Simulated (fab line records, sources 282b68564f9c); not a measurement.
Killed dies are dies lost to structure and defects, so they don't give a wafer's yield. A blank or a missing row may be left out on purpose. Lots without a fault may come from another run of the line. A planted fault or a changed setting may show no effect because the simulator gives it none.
Which tool did it? | flow rit_cmos | 13 lots, 39 wafers sampled, at 4 steps of a route of 202

WHAT THE GAUGES READ, wafer by wafer
RIT_FOX1_THK_MEAS_01.
lot  | measured    | on            | FOX1_OXIDE_THK (nm)
L660 | day 1 17:20 | film_metro-03 | 346 345 349
L661 | day 1 22:32 | film_metro-01 | 341 339 336
L663 | day 2 08:10 | film_metro-04 | 344 353 349
L664 | day 2 13:59 | film_metro-03 | 356 348 355
L665 | day 2 19:10 | film_metro-03 | 362 356 355
L666 | day 2 22:50 | film_metro-04 | 351 345 345
L668 | day 3 09:04 | film_metro-04 | 369 370 364
L674 | day 4 18:23 | film_metro-01 | 343 348 347
L675 | day 4 19:50 | film_metro-03 | 349 347 346
L677 | day 5 06:55 | film_metro-03 | 346 347 346
L680 | day 5 21:14 | film_metro-01 | 354 354 356
L681 | day 6 01:58 | film_metro-04 | 349 344 357
L683 | day 6 11:49 | film_metro-03 | 349 353 350

RIT_PSD_TW_MEAS_10.
lot  | measured    | on            | PSD_TW
L660 | day 3 02:18 | film_metro-03 | 3562 3544 3538
L661 | day 3 06:44 | film_metro-04 | 3443 3462 3461
L663 | day 3 16:33 | film_metro-03 | 3531 3521 3520
L664 | day 3 21:59 | film_metro-03 | 3522 3530 3548
L665 | day 4 03:27 | film_metro-03 | 3501 3470 3488
L666 | day 4 07:01 | film_metro-03 | 3519 3492 3487
L668 | day 4 18:19 | film_metro-04 | 3487 3485 3477
L674 | day 6 05:10 | film_metro-03 | 3544 3547 3534
L675 | day 6 04:42 | film_metro-02 | 3461 3446 3475
L677 | day 6 17:16 | film_metro-03 | 3520 3541 3537
L680 | day 7 04:06 | film_metro-03 | 3503 3500 3496
L681 | day 7 11:35 | film_metro-02 | 3442 3431 3447
L683 | day 7 20:34 | film_metro-03 | 3480 3512 3504

WHICH TOOL RAN EACH LOT (tool, then ch and the chambers of the sampled wafers, then the start)
lot  | RIT_ACTIVE_ETCH_13                | RIT_ACTIVE_CLEAN_16
L660 | rie_diel-04 ch 1,2,3, day 1 15:02 | wet_bench-04 ch 0, day 1 15:38
L661 | rie_diel-02 ch 1,2,3, day 1 20:25 | wet_bench-02 ch 2, day 1 21:02
L663 | rie_diel-04 ch 0,1,3, day 2 06:04 | wet_bench-02 ch 0, day 2 06:40
L664 | rie_diel-01 ch 0,1, day 2 10:43   | wet_bench-03 ch 2, day 2 11:19
L665 | rie_diel-01 ch 0,2, day 2 16:27   | wet_bench-04 ch 1, day 2 17:03
L666 | rie_diel-02 ch 0,1, day 2 20:43   | wet_bench-03 ch 0, day 2 21:19
L668 | rie_diel-02 ch 0,2,3, day 3 06:58 | wet_bench-04 ch 1, day 3 07:34
L674 | rie_diel-01 ch 0,1, day 4 16:16   | wet_bench-04 ch 3, day 4 16:53
L675 | rie_diel-04 ch 1,3, day 4 17:43   | wet_bench-03 ch 1, day 4 18:19
L677 | rie_diel-04 ch 0,1,3, day 5 03:50 | wet_bench-03 ch 1, day 5 04:27
L680 | rie_diel-02 ch 0,2,3, day 5 18:43 | wet_bench-02 ch 2, day 5 19:19
L681 | rie_diel-01 ch 0,1,3, day 5 23:50 | wet_bench-03 ch 2, day 6 00:26
L683 | rie_diel-01 ch 1,2,3, day 6 09:43 | wet_bench-02 ch 2, day 6 10:19
- RIT_ACTIVE_ETCH_13: etches Si3N4 in SF6, stops on SiO2, time 210 s, target depth 210 nm.
- RIT_ACTIVE_CLEAN_16: cleans in dHF, time 30 s.

WHAT THE TOOLS THEMSELVES READ (means of the sampled wafers that have a number; where no wafer has one, the mark that the record gives instead)
RIT_ACTIVE_ETCH_13.
lot  | tool        | drypump_motor_current_A (A) | oes_product_au (a.u.) | throttle_valve_pct (%)
L660 | rie_diel-04 | 6.0                         | 0.830                 | 7.54
L661 | rie_diel-02 | 5.7                         | 0.811                 | 7.44
L663 | rie_diel-04 | 5.9                         | 0.816                 | 7.45
L664 | rie_diel-01 | 5.6                         | 0.820                 | 7.48
L665 | rie_diel-01 | 6.0                         | 0.822                 | 7.38
L666 | rie_diel-02 | 5.9                         | 0.807                 | 7.50
L668 | rie_diel-02 | 5.7                         | 0.818                 | 7.38
L674 | rie_diel-01 | 6.1                         | 0.814                 | 7.51
L675 | rie_diel-04 | 5.8                         | 0.832                 | 7.45
L677 | rie_diel-04 | 5.9                         | 0.815                 | 7.45
L680 | rie_diel-02 | 5.6                         | 0.812                 | 7.38
L681 | rie_diel-01 | 5.7                         | 0.821                 | 7.46
L683 | rie_diel-01 | 5.4                         | 0.820                 | 7.37

THE ANSWER, worked out from the rows above alone
Rule: what is usual is taken from the lots themselves. Put in order of their means at a reading, lots are off if they are a third of the lots or fewer, leave a main group of 4 or more, and stand apart from it by a gap of 3 or more times the standard deviation of the main group's means; of several such gaps the widest counts. A main group whose means are all the same, to the digits that the tables above print for the reading, isn't used. A lot without any number at a reading at which 4 lots or more have one is off too. The other lots that the step has rows for count as sound. The gauges are gone through in route order, then the tools' own readings, and for those a lot's mean is taken as printed above. The first step at which some lot is off is used, and at that step the reading that is off furthest; a lot without a number counts as furthest.
No lot is off at any reading shown: from this, nothing can be told.

WHAT THE SIMULATOR HAD PUT IN
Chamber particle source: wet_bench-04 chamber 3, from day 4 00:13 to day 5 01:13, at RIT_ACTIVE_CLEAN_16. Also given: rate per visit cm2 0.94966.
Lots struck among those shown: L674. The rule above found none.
